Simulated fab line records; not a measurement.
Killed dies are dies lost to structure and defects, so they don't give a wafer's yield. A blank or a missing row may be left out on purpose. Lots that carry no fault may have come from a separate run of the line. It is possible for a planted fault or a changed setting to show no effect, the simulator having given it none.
Which tool is to blame? | flow rit_cmos | 45 wafers from 15 lots sampled at 5 of the route's 202 steps

== WHAT THE GAUGES READ, wafer by wafer ==
RIT_GATE_OVL_MEAS_17. Usual: for GATE_OVL the level is 0.2 nm and the standard deviation is 1.4.
lot  | measured    | on         | GATE_OVL (nm)     | flag
L980 | day 2 15:01 | overlay-02 | 1.4 0.3 -1.5      |
L982 | day 3 00:00 | overlay-01 | 1.4 -0.7 1.6      |
L983 | day 3 07:05 | overlay-02 | 0.2 -0.2 -1.3     |
L984 | day 3 12:07 | overlay-01 | -0.7 0.0 -1.2     |
L986 | day 3 23:25 | overlay-01 | -0.2 0.6 1.9      |
L988 | day 4 12:02 | overlay-02 | 131.0 128.7 130.9 | OFF
L989 | day 4 16:50 | overlay-02 | 127.2 129.3 128.1 | OFF
L990 | day 4 21:43 | overlay-02 | 130.3 128.7 130.3 | OFF
L994 | day 5 21:35 | overlay-01 | -1.5 -1.5 1.1     |
L995 | day 6 03:18 | overlay-01 | 2.1 0.2 -0.1      |
L996 | day 6 05:10 | overlay-01 | 0.0 0.1 2.3       |
L997 | day 6 06:57 | overlay-02 | 0.5 -0.6 1.0      |
L998 | day 6 09:52 | overlay-01 | -0.5 1.8 -1.3     |
L999 | day 6 17:22 | overlay-01 | 0.3 0.8 2.6       |
L102 | day 7 06:43 | overlay-02 | 2.2 1.8 -0.8      |

RIT_NLDD_OVL_MEAS_06. Usual: for NLDD_OVL the level is 0.3 nm and the standard deviation is 1.6.
lot  | measured    | on         | NLDD_OVL (nm)  | flag
L980 | day 2 19:35 | overlay-01 | -0.8 0.6 0.4   |
L982 | day 3 05:02 | overlay-01 | 3.5 1.3 3.6    |
L983 | day 3 12:19 | overlay-01 | -0.1 1.6 2.0   |
L984 | day 3 18:17 | overlay-01 | 1.0 1.3 1.7    |
L986 | day 4 05:02 | overlay-02 | -0.4 -1.1 0.5  |
L988 | day 4 17:52 | overlay-01 | 2.1 1.3 2.2    |
L989 | day 4 23:45 | overlay-01 | 0.6 0.7 -1.5   |
L990 | day 5 03:09 | overlay-01 | 0.1 -0.2 -1.2  |
L994 | day 6 03:23 | overlay-02 | 1.8 0.9 0.8    |
L995 | day 6 07:46 | overlay-02 | 0.3 0.6 0.7    |
L996 | day 6 11:40 | overlay-02 | -1.3 -3.8 -1.1 |
L997 | day 6 11:46 | overlay-01 | 0.9 1.2 1.3    |
L998 | day 6 16:13 | overlay-02 | 1.2 1.3 2.2    |
L999 | day 6 22:19 | overlay-01 | -0.2 -1.5 -0.8 |
L102 | day 7 12:18 | overlay-01 | -0.5 0.7 -0.2  |

RIT_M1_CD_MEAS_09 targets a cd of 2600 nm. Usual: cd_nm 2600.0 nm, standard deviation 2.4.
lot  | measured    | on        | cd_nm (nm)           | flag
L980 | day 3 08:31 | cd_sem-02 | 2602.4 2602.6 2602.9 |
L982 | day 3 17:56 | cd_sem-01 | 2601.2 2601.9 2600.7 |
L983 | day 4 01:39 | cd_sem-01 | 2606.1 2605.9 2603.1 |
L984 | day 4 07:04 | cd_sem-01 | 2601.8 2602.5 2600.8 |
L986 | day 4 17:52 | cd_sem-01 | 2599.9 2599.7 2600.7 |
L988 | day 5 06:28 | cd_sem-01 | 2599.4 2601.4 2601.0 |
L989 | day 5 12:20 | cd_sem-01 | 2599.0 2603.0 2599.9 |
L990 | day 5 15:50 | cd_sem-02 | 2603.2 2603.6 2602.1 |
L994 | day 6 16:31 | cd_sem-01 | 2599.4 2598.3 2597.4 |
L995 | day 6 21:31 | cd_sem-01 | 2599.8 2600.6 2599.9 |
L996 | day 7 02:57 | cd_sem-01 | 2599.7 2597.5 2601.1 |
L997 | day 7 00:50 | cd_sem-01 | 2600.3 2600.5 2598.6 |
L998 | day 7 04:43 | cd_sem-01 | 2595.9 2598.6 2598.6 |
L999 | day 7 11:22 | cd_sem-02 | 2597.5 2595.9 2597.7 |
L102 | day 8 00:54 | cd_sem-01 | 2601.3 2599.5 2599.6 |

== WHAT TOOL EACH LOT RAN ON (gives the tool, then ch and the chambers of the sampled wafers, and finally the start) ==
lot  | RIT_GATE_EXPOSE_13                 | RIT_NSD_STRIP_09
L980 | iline_stepper-01 ch 0, day 2 14:29 | plasma_asher-01 ch 0,1, day 3 01:41
L982 | iline_stepper-01 ch 0, day 2 23:30 | plasma_asher-01 ch 0,1, day 3 10:59
L983 | iline_stepper-02 ch 0, day 3 06:36 | plasma_asher-04 ch 0,1, day 3 18:38
L984 | iline_stepper-02 ch 0, day 3 11:36 | plasma_asher-01 ch 0,1, day 4 00:10
L986 | iline_stepper-01 ch 0, day 3 22:53 | plasma_asher-03 ch 0,1, day 4 10:51
L988 | iline_stepper-02 ch 0, day 4 11:31 | plasma_asher-04 ch 0,1, day 4 23:40
L989 | iline_stepper-02 ch 0, day 4 16:19 | plasma_asher-01 ch 0,1, day 5 05:26
L990 | iline_stepper-02 ch 0, day 4 21:11 | plasma_asher-01 ch 0, day 5 08:57
L994 | iline_stepper-01 ch 0, day 5 20:48 | plasma_asher-04 ch 0,1, day 6 09:16
L995 | iline_stepper-01 ch 0, day 6 02:38 | plasma_asher-04 ch 0,1, day 6 14:00
L996 | iline_stepper-01 ch 0, day 6 04:41 | plasma_asher-04 ch 0,1, day 6 19:46
L997 | iline_stepper-01 ch 0, day 6 06:26 | plasma_asher-01 ch 0,1, day 6 17:42
L998 | iline_stepper-01 ch 0, day 6 09:21 | plasma_asher-03 ch 0,1, day 6 22:04
L999 | iline_stepper-01 ch 0, day 6 16:52 | plasma_asher-03 ch 1, day 7 04:26
L102 | iline_stepper-01 ch 0, day 7 06:11 | plasma_asher-04 ch 0,1, day 7 17:59
- RIT_GATE_EXPOSE_13: exposes mask M6, target cd 150 nm.
- RIT_NSD_STRIP_09: strips in O2, time 180 s.

== AS READ BY THE TOOLS THEMSELVES (means over the sampled wafers that have a number; for cases with no such wafer, the mark the record gives instead) ==
RIT_NSD_STRIP_09. Usual: drypump_motor_current_A 5.79 A, standard deviation 0.3.
lot  | tool            | drypump_motor_current_A (A) | flag
L980 | plasma_asher-01 | 5.70                        |
L982 | plasma_asher-01 | 5.75                        |
L983 | plasma_asher-04 | 5.56                        |
L984 | plasma_asher-01 | 5.68                        |
L986 | plasma_asher-03 | 6.12                        |
L988 | plasma_asher-04 | 5.57                        |
L989 | plasma_asher-01 | 5.68                        |
L990 | plasma_asher-01 | 5.68                        |
L994 | plasma_asher-04 | 5.57                        |
L995 | plasma_asher-04 | 5.84                        |
L996 | plasma_asher-04 | 5.56                        |
L997 | plasma_asher-01 | 5.69                        |
L998 | plasma_asher-03 | 6.11                        |
L999 | plasma_asher-03 | 6.08                        |
L102 | plasma_asher-04 | 5.59                        |

== THE ANSWER, worked out from the rows above alone ==
Rule: a lot counts as off when the mean over its wafers that have a number is more than 3 standard deviations away from the usual mean. Also off: a lot with no number at a reading for which 4 or more lots have one. Any other lot the step has rows for is counted as sound. Order of review: gauges by route order, followed by the tools' own readings, for which a lot's mean as printed above is used. The first step at which some lot is off is used, and at that step the reading that is off furthest; a lot without a number counts as furthest.
Off: L988, L989, L990, seen at RIT_GATE_OVL_MEAS_17 (GATE_OVL).
A tool fits if, at a process step before that reading, it ran every lot that is off, and no sound lot after the first of them. The gauges at RIT_GATE_OVL_MEAS_17 are tried like those tools. One fits: iline_stepper-02 at RIT_GATE_EXPOSE_13. Its last sound lot is L984 (day 3 11:36), its first lot that is off L988 (day 4 11:31): a fault that began between those two fits.

== WHAT HAD BEEN PUT IN BY THE SIMULATOR ==
Scanner matching overlay: iline_stepper-02, from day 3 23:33 on, at RIT_GATE_EXPOSE_13. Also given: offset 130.
Shown lots that were struck: L988, L989, L990. The rule given above showed the same thing.
